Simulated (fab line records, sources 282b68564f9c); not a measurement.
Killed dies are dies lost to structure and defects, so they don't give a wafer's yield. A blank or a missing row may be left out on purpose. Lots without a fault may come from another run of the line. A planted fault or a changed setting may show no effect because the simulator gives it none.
fab line records | flow rit_cmos
record lots=14 wafers=42 last_day=7
route steps=202 shown NWELL@34 SPACER@130 NSD@140
lots that met no fault: from a run of the same line without faults
start_h: hours from the record's first day to the start of the lot's first wafer shown | wait_h: hours since the lot's step before | " the same as in the row above | L1.1+2: a row that stands for several wafers | - no value, or no start given | * or withheld: withheld | < > ~ a bound
route shown NAME@n: a module of which the file shows steps, and the number in the route of the first | usual: mean/standard deviation of fault-free wafers | same: alike in all rows | chamber/n: place in a boat | sites: the reading at each site | _std_site: their standard deviation | _edge_site: outer sites' mean less inner sites' | radius_mm: how far each site lies from the wafer's centre | mask NAME#n: copy n | behind: the tool/chamber that last shaped the wafer | hold: why the lot was held/for how many hours/how that ended | device: the transistor (n, p or np) that didn't switch | end of line: the same wafers' tests at the end of the route | a step without rows: its recipe alone | killed: dies lost to structure and defects at the first sort, not the wafer's yield | map: a wafer's dies, x killed, . not, _ none there
set.NAME: the setting as run; set.NAME@STEP: as run at that earlier step | model.NAME: the simulator's own value behind a step, which no gauge read
steps of the route over a sample of lots; a table a step, a row a wafer
services: from which hour (start_h, from the record's first day; less than 0 if before it) a tool's chamber was out of use, for how many hours, and why
## steps
# step RIT_NWELL_OVL_MEAS_06
# usual NWELL_OVL=0.6/1.4
# columns lot.wafer tool chamber start_h wait_h NWELL_OVL[nm]
L283.3 overlay-02 - 20.40 - 0.9
L283.4 " - " " 0.8
L283.5 " - " " 0.5
L285.2 overlay-01 - 30.33 - -1.4
L285.3 " - " " -1.0
L285.4 " - " " -2.1
L289.4 overlay-02 - 50.46 - 2.3
L289.5 " - " " 2.5
L289.6 " - " " 2.7
L292.1 overlay-02 - 73.45 - 0.3
L292.4 " - " " 1.2
L292.5 " - " " 1.5
L295.1 overlay-01 - 81.25 - 1.2
L295.3 " - " " 1.4
L295.5 " - " " -0.2
L297.1 overlay-02 - 90.52 - -0.8
L297.3 " - " " -2.0
L297.5 " - " " -1.2
L298.1 overlay-02 - 97.43 - 1.9
L298.5 " - " " 0.7
L298.6 " - " " 1.8
L299.3 overlay-01 - 100.28 - 2.5
L299.4 " - " " 4.0
L299.5 " - " " 1.9
L300.3 overlay-02 - 106.35 - 2.0
L300.5 " - " " 1.7
L300.6 " - " " 2.4
L301.2 overlay-02 - 111.70 - 0.9
L301.4 " - " " 0.3
L301.6 " - " " -0.4
L302.3 overlay-01 - 117.78 - 2.2
L302.4 " - " " 1.4
L302.5 " - " " 1.4
L304.1 overlay-01 - 126.67 - -0.1
L304.4 " - " " -0.5
L304.6 " - " " 1.3
L305.3 overlay-02 - 131.70 - 1.0
L305.4 " - " " 1.8
L305.6 " - " " 1.2
L306.1 overlay-01 - 136.32 - 1.8
L306.5 " - " " -0.1
L306.6 " - " " 1.4
# step RIT_NWELL_TW_MEAS_10
# usual NWELL_TW=2158/28
# columns lot.wafer tool chamber start_h wait_h NWELL_TW
L283.3 film_metro-04 - 21.02 0.1 2166
L283.4 " - " " 2177
L283.5 " - " " 2175
L285.2 film_metro-01 - 30.94 0.1 2118
L285.3 " - " " 2110
L285.4 " - " " 2111
L289.4 film_metro-01 - 51.08 0.1 2123
L289.5 " - " " 2125
L289.6 " - " " 2119
L292.1 film_metro-04 - 74.06 0.1 2150
L292.4 " - " " 2159
L292.5 " - " " 2165
L295.1 film_metro-01 - 81.86 0.1 2135
L295.3 " - " " 2128
L295.5 " - " " 2129
L297.1 film_metro-04 - 91.13 0.1 2157
L297.3 " - " " 2163
L297.5 " - " " 2155
L298.1 film_metro-03 - 98.13 0.1 2191
L298.5 " - " " 2194
L298.6 " - " " 2189
L299.3 film_metro-04 - 100.90 0.1 2145
L299.4 " - " " 2163
L299.5 " - " " 2159
L300.3 film_metro-04 - 106.97 0.1 2157
L300.5 " - " " 2165
L300.6 " - " " 2159
L301.2 film_metro-04 - 112.32 0.1 2144
L301.4 " - " " 2149
L301.6 " - " " 2152
L302.3 film_metro-04 - 118.40 0.1 2159
L302.4 " - " " 2171
L302.5 " - " " 2158
L304.1 film_metro-03 - 127.28 0.1 2191
L304.4 " - " " 2198
L304.6 " - " " 2192
L305.3 film_metro-04 - 132.32 0.1 2147
L305.4 " - " " 2162
L305.6 " - " " 2151
L306.1 film_metro-04 - 136.93 0.1 2159
L306.5 " - " " 2170
L306.6 " - " " 2163
# step RIT_SPACER_ETCHBACK_05
# recipe target_depth_a=2500 SF6_flow_sccm=30 CHF3_flow_sccm=30 target=Si3N4 chemistry=SF6/CHF3 pressure_mtorr=40 rf_w=250 time_s=240 stop_on=SiO2
# usual CHF3_flow_sccm=29.99/0.095 SF6_flow_sccm=30.00/0.088 drypump_motor_current_A=5.8/0.35 oes_product_au=0.847/0.013 rf_fwd_power_W=249.3/0.74 throttle_valve_pct=10.31/0.16
# columns lot.wafer tool chamber start_h wait_h CHF3_flow_sccm SF6_flow_sccm drypump_motor_current_A oes_product_au rf_fwd_power_W rf_hours_counter_h throttle_valve_pct
L283.3 rie_diel-04 2 45.75 0.0 29.98 30.12 5.3 0.845 249.5 43 10.08
L283.4 " 1 " " 30.12 29.86 6.0 0.826 248.7 3 10.14
L283.5 " 1 " " 29.95 29.95 6.0 0.835 249.1 - 10.14
L285.2 rie_diel-03 1 55.32 0.0 30.14 30.04 5.3 0.833 247.9 138 10.40
L285.3 " 3 " " 30.10 30.14 5.4 0.858 248.5 70 10.27
L285.4 " 2 " " 29.94 29.97 5.9 0.843 248.2 62 10.28
L289.4 rie_diel-03 1 82.08 0.0 30.10 29.94 5.3 0.824 248.0 138 10.38
L289.5 " 3 " " 29.96 30.03 5.4 0.869 250.3 - 10.27
L289.6 " 0 " " 30.10 29.92 5.7 0.856 250.2 - 10.55
L292.1 rie_diel-04 3 99.58 0.1 29.84 30.16 5.4 0.854 250.6 4 10.40
L292.4 " 1 " " 30.16 30.09 6.0 0.816 248.7 4 10.13
L292.5 " 0 " " 29.82 30.07 5.8 0.838 249.0 - 10.01
L295.1 rie_diel-04 2 109.13 0.1 29.93 30.03 5.4 0.849 250.4 44 10.09
L295.3 " 0 " " 29.78 30.02 5.8 0.833 250.0 150 10.02
L295.5 " 1 " " 30.05 29.96 6.0 0.832 249.2 - 10.14
L297.1 rie_diel-02 2 118.80 0.1 - - - - - - -
L297.3 " 3 " " - - - - - - -
L297.5 " 3 " " - - - - - - -
L298.1 rie_diel-03 2 121.82 0.1 - - - - - - -
L298.5 " 0 " " - - - - - - -
L298.6 " 3 " " - - - - - - -
L299.3 rie_diel-02 3 125.25 0.1 30.07 30.05 6.2 0.844 249.9 - 10.33
L299.4 " 2 " " 30.09 30.07 5.4 0.848 248.5 - 10.18
L299.5 " 2 " " 29.93 30.22 5.4 0.841 249.7 - 10.16
L300.3 rie_diel-02 3 132.86 0.1 30.11 29.96 6.2 0.841 247.6 - 10.33
L300.5 " 3 " " 30.11 30.10 6.2 0.848 248.9 - 10.33
L300.6 " 2 " " 30.07 29.95 5.4 0.865 250.1 - 10.17
L301.2 rie_diel-03 2 137.16 0.0 30.00 29.99 5.9 0.840 250.1 64 10.28
L301.4 " 1 " " 29.99 29.93 5.3 0.838 248.9 140 10.40
L301.6 " 0 " " 29.89 30.00 5.7 0.857 248.7 - 10.58
L302.3 rie_diel-03 3 142.88 0.0 30.03 29.93 5.4 0.867 248.1 72 10.25
L302.4 " 2 " " 30.07 29.96 5.9 0.843 249.9 64 10.28
L302.5 " 2 " " 30.17 29.95 5.9 0.841 249.3 - 10.28
L304.1 rie_diel-02 0 152.14 0.1 30.27 29.92 6.0 0.843 248.8 0 10.54
L304.4 " 2 " " 29.85 30.23 5.4 0.842 248.3 126 10.17
L304.6 " 0 " " 30.09 29.92 6.0 0.857 249.7 - 10.53
L305.3 rie_diel-03 3 157.66 0.0 29.96 29.84 5.4 0.865 250.1 72 10.26
L305.4 " 2 " " 30.01 30.00 6.0 0.848 249.2 64 10.28
L305.6 " 2 " " 30.02 29.91 5.9 0.846 248.6 - 10.29
L306.1 rie_diel-03 2 165.33 0.1 30.08 29.71 5.9 0.853 248.8 64 10.29
L306.5 " 3 " " 29.86 29.97 5.4 0.861 248.5 - 10.26
L306.6 " 0 " " 29.87 29.94 5.7 0.858 249.1 - 10.58
# step RIT_NSD_STRIP_09
# recipe chemistry=O2 time_s=180 resist=NOVOLAK platen_temp_c=withheld power_w=500 pressure_mtorr=4000 o2_flow_sccm=4000
# usual drypump_motor_current_A=5.50/0.23
# columns lot.wafer tool chamber start_h wait_h drypump_motor_current_A rf_hours_counter_h
L283.3 plasma_asher-02 1 47.27 0.1 5.39 -
L283.4 " 0 " " 5.42 -
L283.5 " 1 " " 5.39 -
L285.2 plasma_asher-04 0 56.78 0.1 5.52 42
L285.3 " 1 " " 5.44 -
L285.4 " 0 " " 5.54 -
L289.4 plasma_asher-02 0 83.84 0.1 5.44 -
L289.5 " 0 " " 5.42 -
L289.6 " 1 " " 5.38 -
L292.1 plasma_asher-02 0 100.92 0.1 5.46 31
L292.4 " 0 " " 5.45 -
L292.5 " 0 " " 5.45 -
L295.1 plasma_asher-04 0 110.60 0.1 5.54 48
L295.3 " 0 " " 5.56 -
L295.5 " 0 " " 5.55 -
L299.3 plasma_asher-04 1 126.64 0.1 5.43 -
L299.4 " 0 " " 5.55 -
L299.5 " 0 " " 5.54 -
L300.3 plasma_asher-02 0 134.38 0.1 5.45 -
L300.5 " 1 " " 5.39 -
L300.6 " 0 " " 5.42 -
L301.2 plasma_asher-02 1 138.62 0.1 5.39 36
L301.4 " 0 " " 5.44 -
L301.6 " 0 " " 5.43 -
L302.3 plasma_asher-04 0 144.27 0.1 5.55 -
L302.4 " 1 " " 5.41 -
L302.5 " 0 " " 5.55 -
L304.1 plasma_asher-02 0 153.48 0.1 5.45 37
L304.4 " 0 " " 5.44 -
L304.6 " 1 " " 5.38 -
L305.3 plasma_asher-02 0 159.18 0.1 5.44 -
L305.4 " 1 " " 5.38 -
L305.6 " 0 " " 5.44 -
L306.1 plasma_asher-01 0 166.66 0.1 6.22 4
L306.5 " 0 " " 6.25 -
L306.6 " 1 " " 6.26 -
## services
# columns tool chamber start_h hours kind
rie_diel-04 3 36.94 7.7 repair
plasma_asher-04 - 45.41 3.7 repair
plasma_asher-02 - 67.41 14.6 pm
rie_diel-02 2 70.58 8.1 repair
rie_diel-04 0 80.98 5.6 repair
rie_diel-03 2 82.30 8.4 repair
rie_diel-04 3 87.23 8.6 repair
plasma_asher-01 - 89.01 4.5 repair
rie_diel-02 1 90.79 - clean
rie_diel-02 1 90.79 15.4 scheduled_down
rie_diel-02 1 90.79 15.4 vent_cycle
rie_diel-04 - 97.12 0.2 repair
rie_diel-02 0 108.87 - clean
rie_diel-02 0 108.87 29.4 scheduled_down
rie_diel-02 0 108.87 29.4 vent_cycle
plasma_asher-01 - 108.92 9.0 pm
plasma_asher-01 0 108.92 9.0 vent_cycle
plasma_asher-01 1 108.92 9.0 vent_cycle
plasma_asher-01 - 121.35 15.5 repair
rie_diel-02 1 123.64 10.8 repair
rie_diel-04 2 131.38 8.2 repair
plasma_asher-04 - 136.70 1.5 repair
rie_diel-04 0 155.01 - clean
plasma_asher-02 - 165.29 4.3 pm
## key
first_sign step=RIT_SPACER_ETCHBACK_05 reading=tool_record direction=missing
effect none on later readings
met_at RIT_SPACER_ETCHBACK_05
struck_lots L297,L298
later_rows_left_out L297.1,L297.3,L297.5,L298.1,L298.5,L298.6
sort_left_out L297.1,L297.3,L297.5,L298.1,L298.5,L298.6
tester_left_out L297,L298
not_acting_at RIT_NWELL_OVL_MEAS_06,RIT_NWELL_TW_MEAS_10,RIT_NSD_STRIP_09
onset_between 82.08 118.80
fault kind=skipped_step_whole tool=rie_diel-02,rie_diel-03 chamber=- onset_h=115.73 steps=RIT_SPACER_ETCHBACK_05 scope=struck_lots_only
# tester_left_out: of these lots the tester's yield and bins aren't shown, on N5 and GAA mostly nor the transistor test; their killed dies are dies lost to structure and defects alone, not to doping, threshold or leakage, so they don't give the yield
# sort_left_out: the simulated sort isn't trusted on such a fault, so these wafers' sort isn't shown, and their yield isn't known
# later_rows_left_out: the simulator's readings of these wafers behind a module that went badly wrong aren't trusted and aren't shown, but for the sort
